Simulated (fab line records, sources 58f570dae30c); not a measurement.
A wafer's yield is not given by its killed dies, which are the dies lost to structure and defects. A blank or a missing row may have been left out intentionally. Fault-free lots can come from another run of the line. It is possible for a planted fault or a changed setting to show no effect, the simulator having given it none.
The tool behind it: which one? | flow berkeleyCmos170 | 42 wafers from 14 lots sampled at 6 of the route's 331 steps

## WHAT EACH GAUGE READ, for each wafer
UCB170_NSD_OVL_MEAS_07.
lot  | measured     | on         | NSD_OVL (nm)
L718 | day 7 02:56  | overlay-01 | 4 6 7
L719 | day 7 10:37  | overlay-02 | 10 12 5
L720 | day 7 10:07  | overlay-01 | -3 3 4
L721 | day 8 00:00  | overlay-02 | 7 5 -4
L722 | day 8 00:08  | overlay-01 | -3 -8 -2
L723 | day 8 11:28  | overlay-01 | 5 0 3
L724 | day 8 11:01  | overlay-01 | -1 -1 6
L725 | day 8 15:54  | overlay-01 | 7 4 9
L726 | day 9 02:35  | overlay-02 | 5 2 5
L734 | day 10 22:38 | overlay-01 | 7 4 8
L736 | day 10 22:55 | overlay-02 | -4 -3 -8
L738 | day 11 09:05 | overlay-02 | -4 4 0
L739 | day 11 08:12 | overlay-01 | 2 9 9
L740 | day 11 14:41 | overlay-01 | 9 8 14

UCB170_SDANNEAL_RS_MEAS_02: measurement is done with a four-point probe.
lot  | measured     | on           | PSD_RS (ohm/sq)
L718 | day 7 04:21  | filmMetro-02 | 75.40 75.24 75.25
L719 | day 7 12:13  | filmMetro-01 | 75.45 76.19 75.77
L720 | day 7 11:31  | filmMetro-03 | 75.42 75.72 75.63
L721 | day 8 01:29  | filmMetro-03 | 75.23 75.34 75.49
L722 | day 8 01:49  | filmMetro-01 | 75.65 75.35 75.36
L723 | day 8 12:52  | filmMetro-01 | 75.42 75.46 75.55
L724 | day 8 12:27  | filmMetro-03 | 75.53 75.46 75.41
L725 | day 8 17:23  | filmMetro-02 | 65.63 65.22 65.42
L726 | day 9 04:41  | filmMetro-02 | 65.19 65.00 65.04
L734 | day 11 00:19 | filmMetro-02 | 75.03 75.45 75.23
L736 | day 11 00:26 | filmMetro-03 | 75.73 75.53 75.29
L738 | day 11 10:31 | filmMetro-01 | 74.95 75.06 75.17
L739 | day 11 09:57 | filmMetro-03 | 75.67 75.72 76.09
L740 | day 11 16:07 | filmMetro-03 | 75.23 75.22 75.29

UCB170_SDANNEAL_RS_MEAS_03: measurement is done with a four-point probe.
lot  | measured     | on           | NSD_RS (ohm/sq)
L718 | day 7 04:28  | filmMetro-02 | 37.20 37.26 37.16
L719 | day 7 12:20  | filmMetro-01 | 37.29 37.22 37.22
L720 | day 7 11:38  | filmMetro-03 | 37.34 37.31 37.32
L721 | day 8 01:37  | filmMetro-03 | 37.40 37.39 37.31
L722 | day 8 01:56  | filmMetro-01 | 37.31 37.27 37.22
L723 | day 8 12:59  | filmMetro-01 | 37.25 37.27 37.26
L724 | day 8 12:34  | filmMetro-03 | 37.16 37.19 37.23
L725 | day 8 17:31  | filmMetro-02 | 35.72 35.68 35.66
L726 | day 9 04:48  | filmMetro-02 | 35.68 35.66 35.65
L734 | day 11 00:26 | filmMetro-02 | 37.22 37.14 37.18
L736 | day 11 00:33 | filmMetro-03 | 37.41 37.48 37.38
L738 | day 11 10:38 | filmMetro-01 | 37.26 37.17 37.27
L739 | day 11 10:04 | filmMetro-03 | 37.35 37.12 37.33
L740 | day 11 16:14 | filmMetro-03 | 37.17 37.21 37.23

UCB170_SDANNEAL_RS_MEAS_04: measurement is done with a four-point probe.
lot  | measured     | on           | PLDD_RS (ohm/sq)
L718 | day 7 04:35  | filmMetro-02 | 1028 1028 1030
L719 | day 7 12:28  | filmMetro-01 | 1035 1038 1039
L720 | day 7 11:46  | filmMetro-03 | 1029 1029 1027
L721 | day 8 01:44  | filmMetro-03 | 1035 1034 1033
L722 | day 8 02:04  | filmMetro-01 | 1029 1030 1031
L723 | day 8 13:06  | filmMetro-01 | 1032 1033 1032
L724 | day 8 12:41  | filmMetro-03 | 1036 1036 1034
L725 | day 8 17:38  | filmMetro-02 | 1012 1009 1008
L726 | day 9 04:55  | filmMetro-02 | 1006 1010 1007
L734 | day 11 00:33 | filmMetro-02 | 1031 1032 1027
L736 | day 11 00:40 | filmMetro-03 | 1033 1034 1035
L738 | day 11 10:45 | filmMetro-01 | 1034 1034 1035
L739 | day 11 10:11 | filmMetro-03 | 1032 1030 1028
L740 | day 11 16:22 | filmMetro-03 | 1029 1028 1031

## WHICH TOOL RAN EACH LOT (tool, then ch and the chambers of the sampled wafers, then the start)
lot  | UCB170_SPACER_ETCHBACK_03         | UCB170_SDANNEAL_RTA_01
L718 | rieDiel-02 ch 0,3, day 6 23:41    | rtpAnneal-02 ch 0, day 7 04:17
L719 | rieDiel-03 ch 1,2,3, day 7 07:10  | rtpAnneal-02 ch 0, day 7 12:09
L720 | rieDiel-02 ch 0,3, day 7 07:10    | rtpAnneal-01 ch 0, day 7 11:28
L721 | rieDiel-03 ch 2,3, day 7 19:41    | rtpAnneal-01 ch 0, day 8 01:25
L722 | rieDiel-02 ch 1,3, day 7 19:41    | rtpAnneal-02 ch 0, day 8 01:45
L723 | rieDiel-03 ch 0,1,2, day 8 07:17  | rtpAnneal-02 ch 0, day 8 12:48
L724 | rieDiel-02 ch 0,2,3, day 8 07:17  | rtpAnneal-01 ch 0, day 8 12:22
L725 | rieDiel-02 ch 0,1,3, day 8 13:08  | rtpAnneal-02 ch 0, day 8 17:20
L726 | rieDiel-03 ch 0,3, day 8 22:58    | rtpAnneal-02 ch 0, day 9 04:36
L734 | rieDiel-01 ch 1,3, day 10 18:48   | rtpAnneal-01 ch 0, day 11 00:15
L736 | rieDiel-02 ch 0,1, day 10 18:48   | rtpAnneal-01 ch 0, day 11 00:22
L738 | rieDiel-01 ch 0,3, day 11 04:40   | rtpAnneal-01 ch 0, day 11 10:27
L739 | rieDiel-03 ch 0,2,3, day 11 04:40 | rtpAnneal-01 ch 0, day 11 09:53
L740 | rieDiel-01 ch 0,3, day 11 11:32   | rtpAnneal-02 ch 0, day 11 16:04
- UCB170_SPACER_ETCHBACK_03: etches SiO2 in CHF3/CF4/Ar, stops on Si, target depth 376 nm, time 100 s.
- UCB170_SDANNEAL_RTA_01: time 5 s.

## WHAT THE TOOLS THEMSELVES READ (means of the sampled wafers that have a number; where no wafer has one, the mark that the record gives instead)
UCB170_SPACER_ETCHBACK_03.
lot  | tool       | drypumpMotorCurrentA (A) | oesProductAu (a.u.) | throttleValvePct (%)
L718 | rieDiel-02 | 5.2                      | 0.903               | 6.36
L719 | rieDiel-03 | 5.6                      | 0.913               | 6.57
L720 | rieDiel-02 | 5.2                      | 0.901               | 6.35
L721 | rieDiel-03 | 5.3                      | 0.910               | 6.60
L722 | rieDiel-02 | 5.5                      | 0.882               | 6.40
L723 | rieDiel-03 | 5.7                      | 0.896               | 6.50
L724 | rieDiel-02 | 5.5                      | 0.901               | 6.40
L725 | rieDiel-02 | 5.3                      | 0.899               | 6.39
L726 | rieDiel-03 | 5.2                      | 0.928               | 6.47
L734 | rieDiel-01 | 5.3                      | 0.892               | 6.37
L736 | rieDiel-02 | 5.3                      | 0.901               | 6.40
L738 | rieDiel-01 | 5.7                      | 0.895               | 6.32
L739 | rieDiel-03 | 5.3                      | 0.919               | 6.50
L740 | rieDiel-01 | 5.7                      | 0.898               | 6.32

UCB170_SDANNEAL_RTA_01.
lot  | tool         | lampPowerPct (%) | wafer_temp_C_max
L718 | rtpAnneal-02 | 40.2             | 1056.3
L719 | rtpAnneal-02 | 40.3             | 1057.1
L720 | rtpAnneal-01 | 41.8             | 1055.4
L721 | rtpAnneal-01 | 41.8             | 1056.0
L722 | rtpAnneal-02 | 40.2             | 1055.8
L723 | rtpAnneal-02 | 40.2             | 1057.3
L724 | rtpAnneal-01 | 41.8             | 1056.2
L725 | rtpAnneal-02 | 42.9             | 1082.5
L726 | rtpAnneal-02 | 42.9             | 1080.7
L734 | rtpAnneal-01 | 41.8             | 1055.0
L736 | rtpAnneal-01 | 41.8             | 1055.3
L738 | rtpAnneal-01 | 41.8             | 1055.5
L739 | rtpAnneal-01 | 41.8             | 1055.3
L740 | rtpAnneal-02 | 40.2             | 1055.8

## THE ANSWER, worked out from the rows above alone
Rule: the lots themselves supply what counts as usual. The widest of any qualifying gaps counts: lots, ordered by their means at a reading, are off when they make up no more than a third of the lots, leave a main group of 4 or more, and stand apart from it by 3 or more times the standard deviation of that group's means. A main group whose means are all the same, to the digits that the tables above print for the reading, isn't used. Also off: a lot with no number at a reading for which 4 or more lots have one. The other lots that the step has rows for count as sound. First the gauges in route order, then the tools' own readings, where a lot's mean is used as printed above. The first step at which some lot is off is used, and at that step the reading that is off furthest; a lot without a number counts as furthest.
Off: L725, L726, seen at UCB170_SDANNEAL_RS_MEAS_02 (PSD_RS). Mean 75.44 ohm/sq and standard deviation 0.22 in the main group.
A tool fits if, at a process step before that reading, it ran every lot that is off, and no sound lot after the first of them. Not tried: the gauges at UCB170_SDANNEAL_RS_MEAS_02; whatever is off there is also off at UCB170_SDANNEAL_RTA_01, on other tools, and gauge error can't account for it. None of those tried fits.

## WHAT WAS PUT IN BY THE SIMULATOR
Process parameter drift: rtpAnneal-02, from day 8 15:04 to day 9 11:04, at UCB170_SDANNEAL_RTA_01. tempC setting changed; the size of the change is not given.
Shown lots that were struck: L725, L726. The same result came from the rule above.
